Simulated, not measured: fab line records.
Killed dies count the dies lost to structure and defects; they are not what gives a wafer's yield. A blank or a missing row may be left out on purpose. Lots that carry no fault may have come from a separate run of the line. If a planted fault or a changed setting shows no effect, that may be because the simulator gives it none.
Problem report, 8D (eight disciplines) form, completed by code | flow rit_cmos | the parts of the form that need people (team, actions taken, sign-off) are left out

== 1. WHAT WENT WRONG ==
spike_tc_centre_C at RIT_FOX2_OXIDATION_00 reads a mean of 1113.7 C on 6 wafers of 2 lots; wafers without a fault read 1103.8 C with a standard deviation of 1.1. That is +9.0 standard deviations from the usual mean.
The step: target thk 350.7 nm, ox time 1130 s.
First observed at day 5 03:57: wafer L708.1, on furnace-01. At this step, 39 wafers from 13 lots have a number in the record. Rule for "out", or "out of limits": more than 4 standard deviations from the usual mean. The other wafers with a number count as sound.

== 2. WHAT IT IS; WHAT IT IS NOT ==
question                    | is                                                    | is not
which readings at this step | spike_tc_centre_C, spike_tc_load_C, spike_tc_source_C | -
which lots                  | L708, L712                                            | L692, L693, L694, L695, L696, L697, L698, L700, L701, L702, L715
which wafers of those lots  | all that have a number                                | -
read on which tools         | furnace-01                                            | furnace-03, furnace-04
when                        | from day 5 03:57                                      | up to then (30 sound wafers); but 3 sound wafers of L715 came after

== 3. THE SUSPECTS, EACH WITH WHAT RULES IT OUT ==
Counting: a tool stays on the suspect list if, at a process step up to the reading, it processed all lots that are out and no sound lot following the first of them.
- furnace-01 at RIT_FOX2_OXIDATION_00 (target thk 350.7 nm, ox time 1130 s): kept. All lots that are out passed through it, beginning with L708 at day 5 03:57, and no sound lot followed; its final sound lot before that point was L697 at day 2 19:08. On those wafers its own readings are out: spike_tc_centre_C, spike_tc_load_C, spike_tc_source_C.
The count leaves furnace-01 at RIT_FOX2_OXIDATION_00.

== 4. THE CAUSE (what the simulator had put in) ==
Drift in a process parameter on furnace-01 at RIT_FOX2_OXIDATION_00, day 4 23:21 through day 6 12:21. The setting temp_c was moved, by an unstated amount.
The count eliminated every tool but this one.

== 5. THE CHAIN OF EFFECTS, in route order ==
One row per reading whose mean, taken over the struck wafers that have a number, lies over 3 standard deviations from the usual. Only readings whose record carries a usual standard deviation are examined. hours: median over the lots of the time between each lot's start at the first step of this table that gives one and its start at this step. sigmas: the change, counted in usual standard deviations.
hours | step                  | reading           | usual    | on struck wafers | change | sigmas
0     | RIT_FOX2_OXIDATION_00 | spike_tc_centre_C | 1103.8 C | 1113.7           | +9.9   | +9.0
0     | RIT_FOX2_OXIDATION_00 | spike_tc_load_C   | 1127.9 C | 1140.9           | +13.0  | +7.2
0     | RIT_FOX2_OXIDATION_00 | spike_tc_source_C | 1127.0 C | 1138.3           | +11.3  | +8.7
Its process steps:
- RIT_FOX2_OXIDATION_00: target thk 350.7 nm, ox time 1130 s.
At these later measuring or inspecting steps, every struck wafer for which the step has a row has a number for every such reading, and none has moved that far: RIT_FOX2_THK_MEAS_01, RIT_FOX2_THK_MEAS_90, RIT_FOX2_THK_MEAS_91, RIT_GATE_THK_MEAS_09.

== 6. WHAT WOULD HAVE CAUGHT IT SOONER ==
First out-of-limits reading in this record: day 5 03:57, which is 5 hours after fault onset at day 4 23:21.
